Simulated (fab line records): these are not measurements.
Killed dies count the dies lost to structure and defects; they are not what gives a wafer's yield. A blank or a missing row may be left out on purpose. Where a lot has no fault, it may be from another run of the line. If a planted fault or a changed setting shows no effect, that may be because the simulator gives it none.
Struck lot and sound lot, side by side + flow ritCmos + 15 steps out of a route of 202
Sound: wafers L693.1, L693.2, L693.6. Wafers L698.4, L698.5, L698.6 were the ones struck. Last of all comes the cause.
Each step with rows lists, per side, the tool, then ch with its chambers, then its first start. Under that, the readings that differ: sound wafers + struck wafers + difference of the means + sigmas: that difference in standard deviations of wafers without a fault.
alike: same words and numbers on both sides, and readings whose means sit less than 2 such deviations apart. not compared: any withheld reading, any reading some wafer has no value for, any bound like >300 that may hide the same value, and any number with overlapping values for which the record gives no deviation.
The two part at a step that has a row with sigmas, a row that says differs or no value, or rows on one side only. Numbers that don't overlap but have no deviation are shown without sigmas and don't part them. Lack of a reading on every wafer of one side parts them only where that side has two or more wafers.

first, 4 steps without rows for these wafers: RIT_PLDD_SOFTBAKE_02 (time 60 s); RIT_PLDD_EXPOSE_03 (exposes mask M8, target cd 40900 nm); RIT_PLDD_PEB_04; RIT_PLDD_DEVELOP_05 (develop time 50 s).
RIT_PLDD_OVL_MEAS_06:
  struck on overlay-01, day 5 17:12; sound on overlay-01, day 4 15:32
  alike: PLDD_OVL
then, 2 steps without rows for these wafers: RIT_PLDD_HARDBAKE_07 (time 60 s); RIT_PLDD_IMPLANT_08.
RIT_PLDD_STRIP_09: strips in O2, time 180 s.
  sound on plasmaAsher-04 ch 0,1, day 4 15:52; struck on plasmaAsher-01 ch 0,1, day 5 17:35
  alike: drypumpMotorCurrentA, rfReflPowerW
  not compared: rfHoursCounterH
RIT_PLDD_TW_MEAS_10:
  struck on filmMetro-03, day 5 17:44; sound on filmMetro-03, day 4 16:02
  alike: PLDD_TW
then, 3 steps without rows for these wafers: RIT_SPACER_CLEAN_00 (cleans in SC1, time 600 s); RIT_SPACER_CLEAN_01 (cleans in dHF, time 30 s); RIT_SPACER_CLEAN_02 (cleans in SC2, time 600 s).
RIT_SPACER_CVD_03: deposits Si3N4 from SiH2Cl2/NH3, target thk 250 nm, time 3300 s.
  sound on lpcvd-02 ch 0, day 4 16:32; struck on lpcvd-01 ch 0, day 5 18:10
| reading                                 | sound             | struck            | difference | sigmas      |
|-----------------------------------------|-------------------|-------------------|------------|-------------|
| nh3FlowSccm (sccm)                      | 149.7 149.4 149.7 | 224.8 224.6 224.7 | +75.1      | +99 or more |
| model.Si3N4_of_SPACER_CVD_03.thkNm (nm) | 252.2 250.7 248.2 | 341.3 342.9 341.4 | +91.5      |             |
  alike: zonePowerLoadPct
RIT_SPACER_THK_MEAS_04:
  struck on filmMetro-04, day 5 20:07; sound on filmMetro-01, day 4 18:27
| reading                 | sound             | struck            | difference | sigmas |
|-------------------------|-------------------|-------------------|------------|--------|
| SPACER_NITRIDE_THK (nm) | 252.4 250.6 248.1 | 341.1 342.9 341.5 | +91.5      | +40    |
RIT_SPACER_ETCHBACK_05: etches Si3N4 in SF6/CHF3, stops on SiO2, target depth 250 nm, time 240 s.
  sound on rieDiel-02 ch 0,2, day 4 18:31; struck on rieDiel-04 ch 0,1,2, day 5 20:13
| reading                                 | sound             | struck            | difference | sigmas |
|-----------------------------------------|-------------------|-------------------|------------|--------|
| oesProductAu (a.u.)                     | 0.854 0.846 0.838 | 1.023 0.993 1.016 | +0.165     | +14    |
| throttleValvePct (%)                    | 10.24 9.98 9.97   | 10.38 10.37 10.43 | +0.33      | +2     |
| model.Si3N4_of_SPACER_CVD_03.thkNm (nm) | 198 197.7 195.8   | 265.7 268.8 266.3 | +69.8      |        |
| model.etch.depthNm (nm)                 | 252.2 250.7 248.2 | 320.3 312.4 318   | +66.5      |        |
  alike: CHF3_flow_sccm, drypumpMotorCurrentA
  not compared: rfHoursCounterH

## WHERE THEY PART
Last at RIT_SPACER_ETCHBACK_05 as far as this record goes, first at RIT_SPACER_CVD_03.

WHY: what the simulator had put in
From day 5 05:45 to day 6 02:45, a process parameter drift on lpcvd-01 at RIT_SPACER_CVD_03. The setting nh3FlowSccm was moved by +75, starting from 150. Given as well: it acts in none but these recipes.
